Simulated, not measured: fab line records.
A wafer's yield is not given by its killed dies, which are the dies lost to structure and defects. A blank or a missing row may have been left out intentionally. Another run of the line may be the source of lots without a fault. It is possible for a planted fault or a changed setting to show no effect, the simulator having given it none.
Which tool did it?	flow berkeley_cmos170	Sampling: 15 lots, 45 wafers, 4 of 331 route steps

== WHAT THE GAUGES READ, wafer by wafer ==
UCB170_GATE_CD_MEAS_90 targets a cd of 350 nm.
lot	measured	on	cd_nm (nm)
L187	day 7 09:14	cd_sem-01	353.1 351.9 354.6
L188	day 7 19:49	cd_sem-02	350.3 348.7 350.8
L189	day 7 20:00	cd_sem-01	347.9 348.1 348.7
L192	day 8 09:22	cd_sem-02	348.3 349.8 349.9
L193	day 8 09:07	cd_sem-02	349.6 349.9 348.7
L195	day 9 07:08	cd_sem-01	347.4 348.9 347.8
L196	day 9 06:51	cd_sem-02	351.3 351.8 351.7
L198	day 9 07:22	cd_sem-01	350.1 348.4 351.4
L199	day 9 07:04	cd_sem-02	349.4 350.4 351.4
L200	day 9 07:11	cd_sem-02	347.8 348.5 347.5
L201	day 10 02:19	cd_sem-01	349.6 347.2 347.0
L203	day 10 02:35	cd_sem-01	350.6 350.8 350.5
L204	day 10 18:27	cd_sem-02	351.9 350.3 349.8
L205	day 10 18:14	cd_sem-01	353.2 352.8 353.6
L209	day 11 21:34	cd_sem-02	349.5 347.1 348.1

UCB170_V2_THK_MEAS_01.
lot	measured	on	V2_TEOS_THK (nm)
L187	day 8 15:28	film_metro-02	1985 1956 1995
L188	day 9 05:46	film_metro-03	1985 2006 2005
L189	day 9 09:07	film_metro-04	1994 2012 2009
L192	day 10 03:41	film_metro-04	2035 2016 2036
L193	day 10 02:48	film_metro-04	1984 2003 1996
L195	day 11 01:31	film_metro-04	2014 1989 2027
L196	day 11 00:32	film_metro-04	1935 2002 2035
L198	day 11 01:46	film_metro-04	1981 2028 2032
L199	day 11 01:03	film_metro-03	1983 1969 2004
L200	day 11 01:15	film_metro-03	1997 1971 1992
L201	day 11 15:29	film_metro-02	3991 4075 4001 3991 4077 3999
L203	day 11 16:04	film_metro-02	1976 2004 2023
L204	day 12 05:29	film_metro-03	3938 4015 4011 3938 4013 4010
L205	day 12 06:47	film_metro-04	1971 2027 2035
L209	day 13 15:47	film_metro-02	4050 3999 4090 4052 4000 4089

== EACH LOT AND THE TOOL THAT RAN IT (in order: tool; ch and the chambers of the sampled wafers; start) ==
lot	UCB170_PWELL_STRIP_16	UCB170_V2_CVD_00
L187	plasma_asher-04 ch 1, day 3 04:38	pecvd-01 ch 0,2, day 8 15:18
L188	plasma_asher-02 ch 1, day 3 23:20	pecvd-03 ch 0,2, day 9 05:36
L189	plasma_asher-01 ch 0, day 3 23:30	pecvd-04 ch 0,1, day 9 08:58
L192	plasma_asher-02 ch 0,1, day 4 10:28	pecvd-03 ch 0,1,2, day 10 03:32
L193	plasma_asher-01 ch 0,1, day 4 23:18	pecvd-01 ch 0,1,2, day 10 02:38
L195	plasma_asher-04 ch 1, day 5 12:36	pecvd-04 ch 0,1, day 11 01:20
L196	plasma_asher-04 ch 0,1, day 5 13:07	pecvd-01 ch 1,2, day 11 00:22
L198	plasma_asher-01 ch 0,1, day 5 22:29	pecvd-03 ch 0,2, day 11 01:35
L199	plasma_asher-02 ch 0,1, day 5 22:36	pecvd-03 ch 0,1,2, day 11 00:54
L200	plasma_asher-02 ch 0,1, day 5 23:11	pecvd-01 ch 0,2, day 11 01:06
L201	plasma_asher-02 ch 0,1, day 6 08:30	pecvd-01 ch 1,2, day 11 14:59
L203	plasma_asher-01 ch 0,1, day 6 08:47	pecvd-01 ch 0,1, day 11 15:54
L204	plasma_asher-01 ch 0,1, day 7 02:04	pecvd-01 ch 0,1, day 12 05:01
L205	plasma_asher-02 ch 0,1, day 7 02:31	pecvd-04 ch 0,1,2, day 12 06:37
L209	plasma_asher-02 ch 0,1, day 8 03:14	pecvd-03 ch 0,1,2, day 13 15:19
- UCB170_PWELL_STRIP_16: strips in O2.
- UCB170_V2_CVD_00: deposits SiO2 from TEOS/O2, target thk 2000 nm, time 250 s.

== AS READ BY THE TOOLS THEMSELVES (means over the sampled wafers that have a number; for cases with no such wafer, the mark the record gives instead) ==
UCB170_PWELL_STRIP_16.
lot	tool	drypump_motor_current_A (A)	o2_flow_sccm (sccm)	oes_product_au (a.u.)	strip_time_to_endpoint_s (s)
L187	plasma_asher-04	6.0	399.7	0.721	18.05
L188	plasma_asher-02	5.4	399.2	0.718	18.09
L189	plasma_asher-01	5.0	398.8	0.715	17.95
L192	plasma_asher-02	5.3	400.0	0.718	18.01
L193	plasma_asher-01	5.5	400.7	0.720	18.05
L195	plasma_asher-04	6.0	399.9	0.720	17.97
L196	plasma_asher-04	5.5	399.5	0.721	18.17
L198	plasma_asher-01	5.3	400.1	0.718	18.12
L199	plasma_asher-02	5.4	399.9	0.721	18.13
L200	plasma_asher-02	5.4	400.4	0.720	17.88
L201	plasma_asher-02	5.4	400.4	0.729	18.22
L203	plasma_asher-01	5.3	399.0	0.721	18.09
L204	plasma_asher-01	5.3	400.1	0.722	18.11
L205	plasma_asher-02	5.4	399.4	0.724	17.96
L209	plasma_asher-02	5.4	400.2	0.719	17.98

UCB170_V2_CVD_00.
lot	tool	heater_power_w (W)	rf_fwd_power_W (W)
L187	pecvd-01	284	551.1
L188	pecvd-03	192	551.0
L189	pecvd-04	262	548.4
L192	pecvd-03	212	548.8
L193	pecvd-01	239	548.5
L195	pecvd-04	263	548.6
L196	pecvd-01	233	547.4
L198	pecvd-03	205	550.0
L199	pecvd-03	213	548.2
L200	pecvd-01	282	549.5
L201	pecvd-01	282	549.1
L203	pecvd-01	201	548.8
L204	pecvd-01	232	548.0
L205	pecvd-04	253	548.0
L209	pecvd-03	204	548.1

== THE ANSWER, worked out from the rows above alone ==
Rule: what is usual is taken from the lots themselves. The widest of any qualifying gaps counts: lots, ordered by their means at a reading, are off when they make up no more than a third of the lots, leave a main group of 4 or more, and stand apart from it by 3 or more times the standard deviation of that group's means. A main group whose means are all the same, to the digits that the tables above print for the reading, isn't used. Also off: a lot with no number at a reading for which 4 or more lots have one. Where the step has rows for the other lots, those lots are counted as sound. The gauges are gone through in route order, then the tools' own readings, and for those a lot's mean is taken as printed above. At the first step where some lot is off, the reading lying furthest off is the one used; lots without a number count as furthest.
Off: L201, L204, L209, seen at UCB170_V2_THK_MEAS_01 (V2_TEOS_THK). The main group has a mean of 2000 nm with a standard deviation of 14.
If a tool, at a process step before that reading, ran all the lots that are off and no sound lot after the first of them, it fits. Those tools and the gauges at UCB170_V2_THK_MEAS_01 are tried in the same way. No candidate that was tried fits.

== WHAT THE SIMULATOR PUT IN ==
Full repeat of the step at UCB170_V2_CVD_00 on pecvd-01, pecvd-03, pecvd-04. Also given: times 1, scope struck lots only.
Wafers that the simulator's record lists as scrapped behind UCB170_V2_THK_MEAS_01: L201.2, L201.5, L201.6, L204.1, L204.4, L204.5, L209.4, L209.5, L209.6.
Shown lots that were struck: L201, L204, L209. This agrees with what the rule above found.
